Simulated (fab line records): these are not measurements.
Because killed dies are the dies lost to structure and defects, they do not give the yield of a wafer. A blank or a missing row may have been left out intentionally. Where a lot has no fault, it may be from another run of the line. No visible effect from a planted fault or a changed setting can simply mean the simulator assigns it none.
Problem report in the 8D (eight disciplines) form, filled by code | flow berkeley cmos170 | the parts of the form that need people (team, actions taken, sign-off) are left out

1. WHAT IS WRONG
Mean M2_AL_RS at UCB170_M2_RS_MEAS_02: 0.1170 ohm/sq over 9 wafers in 3 lots; fault-free wafers: 0.0322 ohm/sq, standard deviation 0.00039. So: +99 or more standard deviations from the usual mean.
The step: measures by four-point-probe.
Seen first at day 11 05:47 on film metro-04, wafer L604.2. Wafers with a number at this step in the record: 42, from 14 lots. Rule for "out" (also "out of limits"): further than 4 standard deviations from the usual mean. The other wafers with a number count as sound.

2. WHAT THIS IS AND IS NOT
question                    | is                                          | is not
which readings at this step | M2_AL_RS                                    | -
which lots                  | L604, L606, L608                            | L592, L593, L594, L595, L596, L597, L598, L599, L611, L612, L614
which wafers of those lots  | all that have a number                      | -
read on which gauges        | film metro-02, film metro-03, film metro-04 | -
when                        | from day 11 05:47                           | up to then (24 sound wafers); but 9 sound wafers of L611, L612, L614 came after

3. WHAT RULES OUT EACH SUSPECT
Counting: a tool at any process step up to the reading remains a suspect when it ran all the lots that are out and ran no sound lot after the first of those.
- ruled out: the gauge at UCB170_M2_RS_MEAS_02. The wafers that are out were read on 3 gauges (film metro-02, film metro-03, film metro-04).
- pvd sputter-04 at UCB170_M2_SPUTTER_01 (material Al, target thk 900 nm, time 120 s): kept. It ran every lot that is out, first L604 (day 11 05:41), and no sound lot after that; its last sound lot up to then is L599 (day 10 01:43).
Remaining after the count: pvd sputter-04 at UCB170_M2_SPUTTER_01.

4. THE CAUSE (what the simulator had put in)
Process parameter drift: pvd sputter-04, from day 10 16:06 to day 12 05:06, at UCB170_M2_SPUTTER_01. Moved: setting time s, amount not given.
Only this tool survived the counting.

5. THE EFFECT CHAIN, in route order
Rows list readings where the struck wafers' mean (over those with a number) sits beyond 3 standard deviations from the usual. Only readings whose record carries a usual standard deviation are examined. hours: median over the lots of the time between each lot's start at the first step of this table that gives one and its start at this step. sigmas: the change, counted in usual standard deviations.
hours | step                    | reading        | usual         | on struck wafers | change  | sigmas
0     | UCB170_M2_RS_MEAS_02    | M2_AL_RS       | 0.0322 ohm/sq | 0.1170           | +0.0848 | +99 or more
0     | UCB170_M2_THK_MEAS_03   | M2_AL_THK      | 919 nm        | 261              | -658    | -55
3     | UCB170_M2_METAL_ETCH_18 | oes product au | 0.858 a.u.    | 0.516            | -0.342  | -21
Its process steps:
- UCB170_M2_METAL_ETCH_18: etches Al in Cl2/BCl3, stops on SiO2, target depth 1170 nm, time 195 s.
At these later measuring or inspecting steps, every struck wafer for which the step has a row has a number for every such reading, and none has moved that far: UCB170_M3_CD_MEAS_15.

6. HOW IT WOULD HAVE BEEN CAUGHT EARLIER
Counted from the fault's start at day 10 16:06, it took 14 hours until the first out-of-limits reading at a measuring or inspecting step in this record, taken at day 11 05:47.
Of the tool readings at UCB170_M2_SPUTTER_01 for which the record gives a usual standard deviation, none was out on any struck wafer, so an alarm limit of 4 standard deviations on them would not have fired.
Lots out: 3; of these, L606, L608 started UCB170_M2_SPUTTER_01 on pvd sputter-04 after day 11 05:47. A hold on the tool at that time would have spared those 2.
